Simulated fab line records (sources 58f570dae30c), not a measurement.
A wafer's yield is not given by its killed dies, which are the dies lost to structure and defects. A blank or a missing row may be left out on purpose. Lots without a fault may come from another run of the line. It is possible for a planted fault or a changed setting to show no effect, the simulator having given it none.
Which tool is to blame? + flow berkeley_cmos170 + 45 wafers from 15 lots sampled at 3 of the route's 331 steps

## WHAT THE GAUGES SHOWED, per wafer
UCB170_V2_BOW_MEAS_03. Usual: V2_BOW 36 um, standard deviation 6.4.
| lot  | measured     | on            | V2_BOW (um) | flag |
|------|--------------|---------------|-------------|------|
| L254 | day 7 19:40  | film_metro-02 | 39 42 36    |      |
| L255 | day 8 07:08  | film_metro-02 | 33 35 29    |      |
| L256 | day 8 07:33  | film_metro-04 | 21 28 30    |      |
| L257 | day 8 12:07  | film_metro-01 | 38 41 31    |      |
| L259 | day 8 12:22  | film_metro-04 | 41 35 39    |      |
| L260 | day 9 01:27  | film_metro-02 | 28 33 42    |      |
| L269 | day 11 02:30 | film_metro-02 | 39 45 37    |      |
| L268 | day 11 03:24 | film_metro-02 | 45 37 33    |      |
| L270 | day 11 18:43 | film_metro-02 | 40 30 38    |      |
| L271 | day 11 18:47 | film_metro-01 | 39 23 35    |      |
| L272 | day 11 19:28 | film_metro-04 | 33 49 30    |      |
| L273 | day 12 07:33 | film_metro-04 | 44 41 41    |      |
| L274 | day 12 08:19 | film_metro-02 | 39 31 38    |      |
| L277 | day 12 18:30 | film_metro-04 | 41 30 30    |      |
| L276 | day 12 19:11 | film_metro-01 | 42 44 41    |      |

UCB170_M3_RS_MEAS_02: measurement is done with a four-point probe. Usual: M3_AL_RS 0.0322 ohm/sq, standard deviation 0.00036.
| lot  | measured     | on            | M3_AL_RS (ohm/sq)    | flag |
|------|--------------|---------------|----------------------|------|
| L254 | day 7 22:08  | film_metro-02 | 0.0326 0.0326 0.0329 |      |
| L255 | day 8 09:15  | film_metro-02 | 0.0326 0.0327 0.0327 |      |
| L256 | day 8 09:35  | film_metro-04 | 0.0317 0.0319 0.0323 |      |
| L257 | day 8 14:10  | film_metro-02 | 0.0318 0.0322 0.0321 |      |
| L259 | day 8 14:24  | film_metro-02 | 0.0317 0.0314 0.0322 |      |
| L260 | day 9 03:48  | film_metro-03 | 0.0325 0.0320 0.0322 |      |
| L269 | day 11 05:35 | film_metro-04 | 0.0322 0.0321 0.0321 |      |
| L268 | day 11 06:09 | film_metro-02 | 0.0322 0.0323 0.0323 |      |
| L270 | day 11 21:30 | film_metro-02 | 0.0325 0.0323 0.0328 |      |
| L271 | day 11 21:47 | film_metro-02 | 0.0318 0.0317 0.0320 |      |
| L272 | day 11 21:56 | film_metro-03 | 0.0314 0.0315 0.0320 |      |
| L273 | day 12 10:05 | film_metro-03 | 0.0321 0.0324 0.0320 |      |
| L274 | day 12 10:33 | film_metro-04 | 0.0324 0.0324 0.0333 |      |
| L277 | day 12 20:57 | film_metro-02 | 0.0319 0.0318 0.0321 |      |
| L276 | day 12 22:05 | film_metro-04 | 0.0318 0.0319 0.0324 |      |

## WHICH TOOL RAN EACH LOT (tool, then ch and the chambers of the sampled wafers, then the start)
| lot  | UCB170_M2_STRIP_07                   |
|------|--------------------------------------|
| L254 | plasma_asher-03 ch 0,1, day 7 17:16  |
| L255 | plasma_asher-03 ch 1, day 8 04:44    |
| L256 | plasma_asher-01 ch 0,1, day 8 05:06  |
| L257 | plasma_asher-01 ch 0,1, day 8 09:44  |
| L259 | plasma_asher-03 ch 1, day 8 09:49    |
| L260 | plasma_asher-01 ch 0,1, day 8 22:41  |
| L269 | plasma_asher-03 ch 0, day 10 23:44   |
| L268 | plasma_asher-01 ch 0,1, day 11 00:17 |
| L270 | plasma_asher-01 ch 0,1, day 11 15:20 |
| L271 | plasma_asher-02 ch 0,1, day 11 15:40 |
| L272 | plasma_asher-03 ch 0,1, day 11 16:21 |
| L273 | plasma_asher-02 ch 0,1, day 12 03:48 |
| L274 | plasma_asher-02 ch 0,1, day 12 04:59 |
| L277 | plasma_asher-01 ch 1, day 12 15:53   |
| L276 | plasma_asher-01 ch 0,1, day 12 16:25 |
- UCB170_M2_STRIP_07: strips in O2.

## WHAT THE TOOLS THEMSELVES READ (means of the sampled wafers that have a number; where no wafer has one, the mark that the record gives instead)
UCB170_M2_STRIP_07. Usual: chamber_pressure_mTorr 3500 mTorr, standard deviation 3; drypump_motor_current_A 5.6 A, standard deviation 0.51; oes_product_au 0.735 a.u., standard deviation 0.0046; strip_time_to_endpoint_s 22.00 s, standard deviation 0.085.
| lot  | tool            | chamber_pressure_mTorr (mTorr) | drypump_motor_current_A (A) | oes_product_au (a.u.) | strip_time_to_endpoint_s (s) | flag |
|------|-----------------|--------------------------------|-----------------------------|-----------------------|------------------------------|------|
| L254 | plasma_asher-03 | 3500                           | 5.4                         | 0.736                 | 21.97                        |      |
| L255 | plasma_asher-03 | 3502                           | 6.2                         | 0.733                 | 22.04                        |      |
| L256 | plasma_asher-01 | 3500                           | 6.1                         | 0.735                 | 22.11                        |      |
| L257 | plasma_asher-01 | 3502                           | 6.1                         | 0.733                 | 21.90                        |      |
| L259 | plasma_asher-03 | 3497                           | 6.2                         | 0.731                 | 21.98                        |      |
| L260 | plasma_asher-01 | 3500                           | 6.1                         | 0.731                 | 21.85                        |      |
| L269 | plasma_asher-03 | 3503                           | 5.0                         | 0.738                 | 22.09                        |      |
| L268 | plasma_asher-01 | 3500                           | 6.1                         | 0.734                 | 22.04                        |      |
| L270 | plasma_asher-01 | 3500                           | 6.1                         | 0.736                 | 21.98                        |      |
| L271 | plasma_asher-02 | 3498                           | 5.2                         | 0.733                 | 22.01                        |      |
| L272 | plasma_asher-03 | 3503                           | 5.4                         | 0.733                 | 21.89                        |      |
| L273 | plasma_asher-02 | 3498                           | 5.2                         | 0.743                 | 22.03                        |      |
| L274 | plasma_asher-02 | 3495                           | 5.2                         | 0.731                 | 22.03                        |      |
| L277 | plasma_asher-01 | 3501                           | 6.1                         | 0.739                 | 21.94                        |      |
| L276 | plasma_asher-01 | 3498                           | 6.1                         | 0.737                 | 22.06                        |      |

## THE ANSWER, worked out from the rows above alone
Rule: a lot counts as off when the mean over its wafers that have a number is more than 3 standard deviations away from the usual mean. A lot without any number at a reading at which 4 lots or more have one is off too. Any other lot the step has rows for is counted as sound. The gauges are gone through in route order, then the tools' own readings, and for those a lot's mean is taken as printed above. The first step at which some lot is off is used, and at that step the reading that is off furthest; a lot without a number counts as furthest.
No lot is off on any of the readings shown, so nothing can be concluded from this.

## WHAT THE SIMULATOR PUT IN
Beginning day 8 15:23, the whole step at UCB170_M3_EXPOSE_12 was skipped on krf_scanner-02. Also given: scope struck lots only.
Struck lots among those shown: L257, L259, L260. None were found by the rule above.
